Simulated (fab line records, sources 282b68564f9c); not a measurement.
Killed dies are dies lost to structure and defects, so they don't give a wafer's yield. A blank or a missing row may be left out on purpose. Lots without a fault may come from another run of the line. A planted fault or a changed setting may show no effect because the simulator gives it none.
Problem report in the 8D (eight disciplines) form, filled by code | flow rit_cmos | the parts of the form that need people (team, actions taken, sign-off) are left out

1. THE PROBLEM
NRETRO_TW at RIT_NRETRO_TW_MEAS_10 reads a mean of 1151 on 6 wafers of 2 lots; wafers without a fault read 1040 with a standard deviation of 12. That is +9.2 standard deviations from the usual mean.
First seen on wafer L994.2, day 6 00:20, on film_metro-01. The record holds 42 wafers of 14 lots with a number at this step. Rule for "out", or "out of limits": more than 4 standard deviations from the usual mean. The other wafers with a number count as sound.

2. WHAT IT IS AND WHAT IT IS NOT
question                    | is                     | is not
which readings at this step | NRETRO_TW              | -
which lots                  | L994, L995             | L976, L977, L978, L980, L982, L983, L985, L986, L987, L988, L993, L999
which wafers of those lots  | all that have a number | -
read on which gauges        | film_metro-01          | film_metro-02, film_metro-03
when                        | from day 6 00:20       | up to then (33 sound wafers); but 3 sound wafers of L999 came after

3. SUSPECTS, AND WHAT RULES EACH OUT
Counting: a tool at a process step up to the reading stays a suspect if it ran every lot that is out and no sound lot after the first of them.
- the gauge at RIT_NRETRO_TW_MEAS_10: ruled out. All the wafers that are out were read on film_metro-01, but those of them that RIT_NRETRO_IMPLANT_08 has rows for are out there too, on other tools.
- implanter-04 at RIT_NRETRO_IMPLANT_08: kept. It ran every lot that is out, first L994 (day 6 00:02), and no sound lot after that; its last sound lot up to then is L988 (day 4 22:28). Its own readings are out on those wafers: dose_ions_cm2, faraday_current_uA.
Left after counting: implanter-04 at RIT_NRETRO_IMPLANT_08.

4. THE CAUSE (what the simulator had put in)
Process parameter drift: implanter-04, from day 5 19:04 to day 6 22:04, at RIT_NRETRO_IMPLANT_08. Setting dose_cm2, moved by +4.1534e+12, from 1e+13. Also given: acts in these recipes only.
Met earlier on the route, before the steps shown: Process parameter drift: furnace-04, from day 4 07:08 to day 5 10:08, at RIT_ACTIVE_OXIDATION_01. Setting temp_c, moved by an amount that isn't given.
Counting left only this tool.

5. THE CHAIN OF EFFECTS, in route order
Each row: a reading whose mean over the struck wafers that have a number lies more than 3 standard deviations from the usual. Only readings for which the record gives a usual standard deviation are gone through. hours: the time from each lot's start at the first step in this table that gives one to its start at this step, as a median over the lots. sigmas: the change in usual standard deviations.
hours | step                  | reading            | usual     | on struck wafers | change     | sigmas
0     | RIT_NRETRO_IMPLANT_08 | dose_ions_cm2      | 9.996e+12 | 1.415e+13        | +4.152e+12 | +99 or more
0     | RIT_NRETRO_IMPLANT_08 | faraday_current_uA | 31.6      | 45.1             | +13.5      | +24
0     | RIT_NRETRO_TW_MEAS_10 | NRETRO_TW          | 1040      | 1151             | +111       | +9.2
The process steps in it:
- RIT_NRETRO_IMPLANT_08

6. WHAT WOULD HAVE CAUGHT IT SOONER
In this record the first reading out of limits at a measuring or inspecting step was taken at day 6 00:20, 5 hours after the fault began at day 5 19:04.
The tool's own readings at RIT_NRETRO_IMPLANT_08 were out on every struck wafer that the step has a row for (dose_ions_cm2, faraday_current_uA): an alarm limit on them would have fired on the first of those.
Of the lots that are out (2), L995 began RIT_NRETRO_IMPLANT_08 on implanter-04 after day 6 00:20. A hold on the tool at that time would have spared it.
